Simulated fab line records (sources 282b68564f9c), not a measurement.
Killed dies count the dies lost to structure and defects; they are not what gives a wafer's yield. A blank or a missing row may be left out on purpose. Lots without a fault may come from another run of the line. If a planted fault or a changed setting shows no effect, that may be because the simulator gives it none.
fab line records	flow rit_cmos
record: lots: 6	wafers: 18	last_day: 7
route steps=202 shown ACTIVE@1
lots untouched by any fault: they come from a run of this same line in which no faults occurred
start_h: hours from the record's first day to the start of the lot's first wafer shown	wait_h: how many hours have passed since the lot's step before this one	" identical to the entry in the row above	L1.1+2: several wafers, shown together as one row	- either no value or no given start	* or withheld: withheld	< > ~ a bound
route shown NAME@n: NAME is a module with steps in the file, n the number in the route of the first one	usual: mean/standard deviation taken from wafers without a fault	same: alike in all rows	chamber/n: place in a boat	sites: each site's reading	_std_site: the values' standard deviation	_edge_site: mean of outer sites minus mean of inner sites	radius_mm: how far each site lies from the wafer's centre	mask NAME#n: copy n	behind: the tool/chamber that last shaped the wafer	hold: the reason the lot was held/the length of the hold in hours/how it ended	device: names the non-switching transistor (n, p or np)	end of line: the tests these same wafers got at the end of their route	for a step that has no rows: nothing shown but its recipe	killed: at the first sort, the dies lost to defects and structure; wafer yield is something else	map: a wafer's dies, x killed, . not, _ none there
set.NAME: setting as actually run; set.NAME@STEP: the setting as run at that earlier step	model.NAME: the simulator's own value behind a step, which no gauge read
lots at some steps of the route; a table a step, a row a wafer
services: a tool's chamber out of use, with start hour (start_h, from the record's first day; less than 0 if before it), hours out, and reason
== steps ==
step: RIT_ACTIVE_BOW_MEAS_00
recipe: mode: bow
usual: INCOMING_BOW: 0/5.5
lot.wafer	tool	chamber	start_h	wait_h	INCOMING_BOW[um]
L958.1	film_metro-03	-	30.00	-	-8
L958.5	"	-	"	"	3
L958.6	"	-	"	"	-2
L962.2	film_metro-03	-	50.02	-	4
L962.3	"	-	"	"	3
L962.4	"	-	"	"	-2
L970.2	film_metro-01	-	90.02	-	-3
L970.4	"	-	"	"	10
L970.5	"	-	"	"	5
L972.1	film_metro-04	-	100.00	-	10
L972.2	"	-	"	"	7
L972.4	"	-	"	"	2
L973.1	film_metro-04	-	105.00	-	2
L973.4	"	-	"	"	1
L973.6	"	-	"	"	-4
L977.1	film_metro-04	-	125.00	-	1
L977.3	"	-	"	"	-4
L977.4	"	-	"	"	4
step: RIT_ACTIVE_OXIDATION_01
recipe: temp_c: 1000	ambient: O2	target_thk_a: 468	ox_time_s: 3360
step: RIT_ACTIVE_THK_MEAS_02
recipe: reads: SiO2_of_ACTIVE_OXIDATION_01
usual: ACTIVE_OXIDE_THK: 46.8/0.9
lot.wafer	tool	chamber	start_h	wait_h	ACTIVE_OXIDE_THK[nm]
L958.1	film_metro-01	-	32.12	0.0	47.5
L958.5	"	-	"	"	47.2
L958.6	"	-	"	"	47.7
L962.2	film_metro-03	-	52.06	0.0	47.8
L962.3	"	-	"	"	47.5
L962.4	"	-	"	"	47.3
L970.2	film_metro-04	-	92.46	0.0	47.9
L970.4	"	-	"	"	47.5
L970.5	"	-	"	"	47.7
L972.1	film_metro-03	-	102.05	0.0	47.1
L972.2	"	-	"	"	47.1
L972.4	"	-	"	"	46.9
L973.1	film_metro-03	-	107.05	0.0	45.0
L973.4	"	-	"	"	46.0
L973.6	"	-	"	"	45.4
L977.1	film_metro-01	-	127.05	0.0	48.2
L977.3	"	-	"	"	48.6
L977.4	"	-	"	"	47.6
step: RIT_ACTIVE_CVD_03
recipe: material: Si3N4	target_thk_nm: 150	temp_c: 810	precursor: SiH2Cl2/NH3	time_s: 1500	pressure_mtorr: 300	sih2cl2_flow_sccm: 60	nh3_flow_sccm: 150
usual: nh3_flow_sccm: 150.0/0.39	spike_tc_centre_C: 813.3/1.2	spike_tc_load_C: 833.7/1.4	spike_tc_source_C: 832.4/1.4	susceptor_temp_C: 810.0/0.33	zone_power_source_pct: 20.7/0.63
lot.wafer	tool	chamber	start_h	wait_h	nh3_flow_sccm	spike_tc_centre_C	spike_tc_load_C	spike_tc_source_C	susceptor_temp_C	zone_power_source_pct	model.Si3N4_of_ACTIVE_CVD_03.thk_nm
L958.1	lpcvd-01	1	32.18	0.1	149.7	812.0	833.9	830.0	810.9	20.4	150.6
L958.5	"	1	"	"	150.4	813.1	833.3	833.4	810.5	20.3	149.2
L958.6	"	1	"	"	149.9	812.9	834.6	832.5	810.5	20.4	148.6
L962.2	lpcvd-02	0	52.11	0.0	150.0	815.2	833.6	830.4	810.3	20.5	149.7
L962.3	"	0	"	"	150.2	812.7	832.0	830.5	809.9	20.4	150.7
L962.4	"	0	"	"	149.2	814.2	831.9	829.8	810.2	20.5	150.5
L970.2	lpcvd-01	0	92.51	0.0	149.9	839.1	857.6	860.0	836.0	22.8	236.1
L970.4	"	0	"	"	150.0	838.3	858.8	859.5	835.9	23.0	235.4
L970.5	"	0	"	"	150.5	838.9	858.1	859.0	835.7	23.2	235.3
L972.1	lpcvd-01	1	102.11	0.1	150.4	837.0	861.4	857.0	836.1	21.8	232.7
L972.2	"	1	"	"	149.3	839.0	860.9	858.5	835.7	21.7	233.4
L972.4	"	1	"	"	150.7	838.2	860.6	857.2	836.0	22.2	231.2
L973.1	lpcvd-02	1	107.11	0.1	149.8	812.6	834.5	835.1	809.7	20.0	151.9
L973.4	"	1	"	"	149.9	811.6	834.1	832.4	809.7	19.7	152.3
L973.6	"	1	"	"	149.6	813.3	836.6	833.6	810.2	20.0	151.6
L977.1	lpcvd-02	0	127.11	0.1	150.2	815.9	831.5	831.6	810.4	20.8	147.8
L977.3	"	0	"	"	150.0	814.2	832.9	831.4	809.7	20.9	147.7
L977.4	"	0	"	"	150.5	814.5	832.4	831.7	810.7	20.6	148.1
step: RIT_ACTIVE_THK_MEAS_04
recipe: reads: Si3N4_of_ACTIVE_CVD_03
usual: ACTIVE_NITRIDE_THK: 150.9/1.7
lot.wafer	tool	chamber	start_h	wait_h	ACTIVE_NITRIDE_THK[nm]
L958.1	film_metro-03	-	33.60	0.0	150.6
L958.5	"	-	"	"	149.3
L958.6	"	-	"	"	148.7
L962.2	film_metro-03	-	53.54	0.0	149.7
L962.3	"	-	"	"	150.6
L962.4	"	-	"	"	150.6
L970.2	film_metro-03	-	93.93	0.0	236.1
L970.4	"	-	"	"	235.5
L970.5	"	-	"	"	235.1
L972.1	film_metro-01	-	103.53	0.0	232.8
L972.2	"	-	"	"	233.4
L972.4	"	-	"	"	231.1
L973.1	film_metro-03	-	108.53	0.0	152.0
L973.4	"	-	"	"	152.3
L973.6	"	-	"	"	151.5
L977.1	film_metro-03	-	128.53	0.0	147.8
L977.3	"	-	"	"	147.7
L977.4	"	-	"	"	148.1
step: RIT_ACTIVE_HMDS_05
recipe: prime_time_s: 60	prime_temp_c: 140
step: RIT_ACTIVE_COAT_06
recipe: resist: NOVOLAK	spin_rpm: 3250	resist_thk_nm: 1000
step: RIT_ACTIVE_SOFTBAKE_07
recipe: resist: NOVOLAK	temp_c: 90	time_s: 60
step: RIT_ACTIVE_EXPOSE_08
recipe: mask_id: M1	na: 0.6	source_shape: conventional	sigma_outer: 0.6	target_cd_nm: 1400	dose_mj: 225
step: RIT_ACTIVE_PEB_09
recipe: resist: NOVOLAK	temp_c: withheld	time_s: withheld
step: RIT_ACTIVE_DEVELOP_10
recipe: resist: NOVOLAK	develop_time_s: 50	dev_temp_c: 23
step: RIT_ACTIVE_CD_MEAS_11
recipe: target_cd_nm: 1400
usual: cd_nm: 1401.2/2.2
lot.wafer	tool	chamber	start_h	wait_h	cd_nm
L958.1	cd_sem-01	-	34.51	-	1403.3
L958.5	"	-	"	"	1400.1
L958.6	"	-	"	"	1402.0
L962.2	cd_sem-01	-	54.60	-	1398.6
L962.3	"	-	"	"	1400.2
L962.4	"	-	"	"	1398.7
L970.2	cd_sem-01	-	94.99	-	1406.3
L970.4	"	-	"	"	1405.0
L970.5	"	-	"	"	1405.9
L972.1	cd_sem-02	-	104.44	-	1402.1
L972.2	"	-	"	"	1402.7
L972.4	"	-	"	"	1401.3
L973.1	cd_sem-01	-	109.44	-	1399.4
L973.4	"	-	"	"	1398.4
L973.6	"	-	"	"	1396.5
L977.1	cd_sem-01	-	129.56	-	1400.1
L977.3	"	-	"	"	1400.8
L977.4	"	-	"	"	1399.4
step: RIT_ACTIVE_HARDBAKE_12
recipe: resist: NOVOLAK	temp_c: 140	time_s: 60
step: RIT_ACTIVE_ETCH_13
recipe: stop_on: SiO2	chemistry: SF6	target: Si3N4	time_s: 210	over_etch_frac: 0.4	SF6_flow_sccm: 200	pressure_mtorr: 260	rf_w: 125	target_depth_a: 2100
usual: drypump_motor_current_A: 5.3/0.47	oes_product_au: 0.826/0.016	throttle_valve_pct: 7.50/0.11
lot.wafer	tool	chamber	start_h	wait_h	drypump_motor_current_A	oes_product_au	rf_hours_counter_h	throttle_valve_pct	model.etch.depth_nm	model.ACTIVE.feature_depth_nm
L958.1	rie_diel-04	1	34.84	0.1	5.0	0.813	38	7.44	150.6	150.9
L958.5	"	2	"	"	5.1	0.809	-	7.49	149.2	149.2
L958.6	"	1	"	"	5.0	0.805	-	7.44	148.6	148.9
L962.2	rie_diel-01	2	54.85	0.1	5.7	0.844	0	7.53	149.7	151.6
L962.3	"	0	"	"	4.8	0.806	32	7.57	150.7	152.4
L962.4	"	3	"	"	5.0	0.829	146	7.34	150.5	152.3
L970.2	rie_diel-04	1	95.57	0.1	5.0	0.988	39	7.46	209.6	209.6
L970.4	"	1	"	"	5.0	0.987	-	7.45	209.3	209.3
L970.5	"	3	"	"	5.7	1.002	-	7.60	204.9	204.9
L972.1	rie_diel-02	0	104.71	0.1	6.1	0.974	154	7.48	212.9	212.9
L972.2	"	2	"	"	5.2	0.994	136	7.36	205.8	205.8
L972.4	"	3	"	"	4.9	1.026	79	7.77	210.2	210.2
L973.1	rie_diel-04	1	109.71	0.1	5.0	0.818	39	7.44	151.9	152.2
L973.4	"	0	"	"	6.3	0.846	-	7.43	152.3	153.2
L973.6	"	2	"	"	5.1	0.821	-	7.49	151.6	151.6
L977.1	rie_diel-01	2	129.83	0.1	5.7	0.838	2	7.55	147.8	149.8
L977.3	"	3	"	"	5.0	0.825	147	7.34	147.7	149.6
L977.4	"	0	"	"	4.8	0.793	33	7.56	148.1	149.8
step: RIT_ACTIVE_STRIP_14
recipe: chemistry: O2	time_s: 180	resist: NOVOLAK	platen_temp_c: withheld	power_w: 500	pressure_mtorr: 4000	o2_flow_sccm: 4000
usual: drypump_motor_current_A: 5.5/0.59
lot.wafer	tool	chamber	start_h	wait_h	drypump_motor_current_A	rf_hours_counter_h
L958.1	plasma_asher-02	0	34.98	0.1	5.9	20
L958.5	"	1	"	"	5.5	-
L958.6	"	0	"	"	5.9	-
L962.2	plasma_asher-02	1	54.99	0.1	5.5	22
L962.3	"	0	"	"	5.9	-
L962.4	"	1	"	"	5.5	-
L970.2	plasma_asher-04	0	95.70	0.1	6.2	47
L970.4	"	0	"	"	6.2	-
L970.5	"	0	"	"	6.2	-
L972.1	plasma_asher-02	0	104.84	0.1	5.9	27
L972.2	"	1	"	"	5.6	27
L972.4	"	1	"	"	5.6	-
L973.1	plasma_asher-02	1	109.84	0.1	5.5	28
L973.4	"	1	"	"	5.5	-
L973.6	"	0	"	"	5.8	-
L977.1	plasma_asher-02	0	129.97	0.1	5.9	30
L977.3	"	0	"	"	5.9	-
L977.4	"	1	"	"	5.5	-
step: RIT_ACTIVE_CD_MEAS_90
recipe: target_cd_nm: 1400
usual: cd_nm: 1401.2/2.2
lot.wafer	tool	chamber	start_h	wait_h	cd_nm
L958.1	cd_sem-02	-	35.18	0.1	1403.0
L958.5	"	-	"	"	1400.8
L958.6	"	-	"	"	1402.0
L962.2	cd_sem-01	-	55.18	0.1	1398.8
L962.3	"	-	"	"	1400.1
L962.4	"	-	"	"	1398.7
L970.2	cd_sem-01	-	95.90	0.1	1406.2
L970.4	"	-	"	"	1405.5
L970.5	"	-	"	"	1405.5
L972.1	cd_sem-02	-	105.02	0.1	1401.9
L972.2	"	-	"	"	1402.9
L972.4	"	-	"	"	1401.9
L973.1	cd_sem-02	-	110.02	0.1	1399.6
L973.4	"	-	"	"	1398.4
L973.6	"	-	"	"	1396.4
L977.1	cd_sem-01	-	130.14	0.1	1400.6
L977.3	"	-	"	"	1400.7
L977.4	"	-	"	"	1399.3
step: RIT_ACTIVE_CLEAN_15
recipe: chemistry: SC1	mix: 3:3:50	time_s: 600	temp_c: 75
step: RIT_ACTIVE_CLEAN_16
recipe: chemistry: dHF	dilution: 50:1	time_s: 30
lot.wafer	tool	chamber	start_h	wait_h	model.Si3N4_of_ACTIVE_CVD_03.thk_nm
L958.1	wet_bench-04	2	35.48	0.0	149.8
L958.5	"	2	"	"	148.3
L958.6	"	2	"	"	147.8
L962.2	wet_bench-02	3	55.46	0.0	148.8
L962.3	"	3	"	"	149.9
L962.4	"	3	"	"	149.6
L970.2	wet_bench-03	3	96.17	0.0	235.2
L970.4	"	3	"	"	234.6
L970.5	"	3	"	"	234.4
L972.1	wet_bench-04	2	105.33	0.0	231.9
L972.2	"	2	"	"	232.6
L972.4	"	2	"	"	230.3
L973.1	wet_bench-02	0	110.31	0.0	151
L973.4	"	0	"	"	151.4
L973.6	"	0	"	"	150.7
L977.1	wet_bench-04	0	130.44	0.0	147
L977.3	"	0	"	"	146.9
L977.4	"	0	"	"	147.2
step: RIT_ACTIVE_CLEAN_17
recipe: chemistry: SC2	mix: 3:3:50	time_s: 600	temp_c: 75	dry: n2_spin
== services ==
tool	chamber	start_h	hours	kind
wet_bench-02	-	14.39	3.2	repair
rie_diel-02	-	18.81	12.4	repair
rie_diel-04	-	35.76	0.5	repair
rie_diel-01	2	37.40	-	clean
rie_diel-01	2	37.40	17.1	scheduled_down
rie_diel-01	2	37.40	17.1	vent_cycle
rie_diel-01	-	50.60	2.8	pm
wet_bench-04	-	55.09	1.2	repair
rie_diel-04	-	69.31	1.4	repair
rie_diel-04	-	73.54	14.6	pm
rie_diel-02	-	80.15	2.8	pm
rie_diel-04	0	93.44	3.0	repair
rie_diel-02	-	96.14	0.3	repair
rie_diel-04	3	103.23	16.1	repair
plasma_asher-02	-	105.11	0.7	repair
rie_diel-02	0	126.73	-	clean
rie_diel-02	0	126.73	15.0	scheduled_down
rie_diel-02	0	126.73	15.0	vent_cycle
== key ==
first_sign: step: RIT_ACTIVE_CVD_03	reading: susceptor_temp_C	direction: up	sigmas: 78	usual: *	struck: *
effect: step: RIT_ACTIVE_CVD_03	reading: spike_tc_centre_C	direction: up	sigmas: 22	usual: 813.3	struck: 838.4
effect: step: RIT_ACTIVE_THK_MEAS_04	reading: ACTIVE_NITRIDE_THK	direction: up	sigmas: 50	usual: 150.9	struck: 234.0
effect: step: RIT_ACTIVE_ETCH_13	reading: oes_product_au	direction: up	sigmas: 10	usual: 0.826	struck: 0.995
model_effect: step: RIT_ACTIVE_CVD_03	value: Si3N4_of_ACTIVE_CVD_03.thk_nm	without: 150.3	struck: 234
model_effect: step: RIT_ACTIVE_ETCH_13	value: etch.depth_nm	without: 150.3	struck: 208.8
model_effect: step: RIT_ACTIVE_CLEAN_16	value: Si3N4_of_ACTIVE_CVD_03.thk_nm	without: 149.4	struck: 233.2
met_at RIT_ACTIVE_CVD_03
struck_wafers L970.2,L970.4,L970.5,L972.1,L972.2,L972.4
later_rows_left_out L970.2,L970.4,L970.5,L972.1,L972.2,L972.4
sort_left_out L970.2,L970.4,L970.5,L972.1,L972.2,L972.4
tester_left_out L970,L972
onset_between 32.18 92.51
fault: kind: process_parameter_drift	tool: lpcvd-01	chamber: -	onset_h: 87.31	steps: RIT_ACTIVE_CVD_03	channel: temp_c	offset: *	shape: step	end_h: 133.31	acts_in: *	stated: *
tester_left_out: of these lots the tester's yield and bins aren't shown, on N5 and GAA mostly nor the transistor test; their killed dies are dies lost to structure and defects alone, not to doping, threshold or leakage, so they don't give the yield
sort_left_out: the simulated sort isn't trusted on such a fault, so these wafers' sort isn't shown, and their yield isn't known
later_rows_left_out: the simulator's readings of these wafers behind a module that went badly wrong aren't trusted and aren't shown, but for the sort
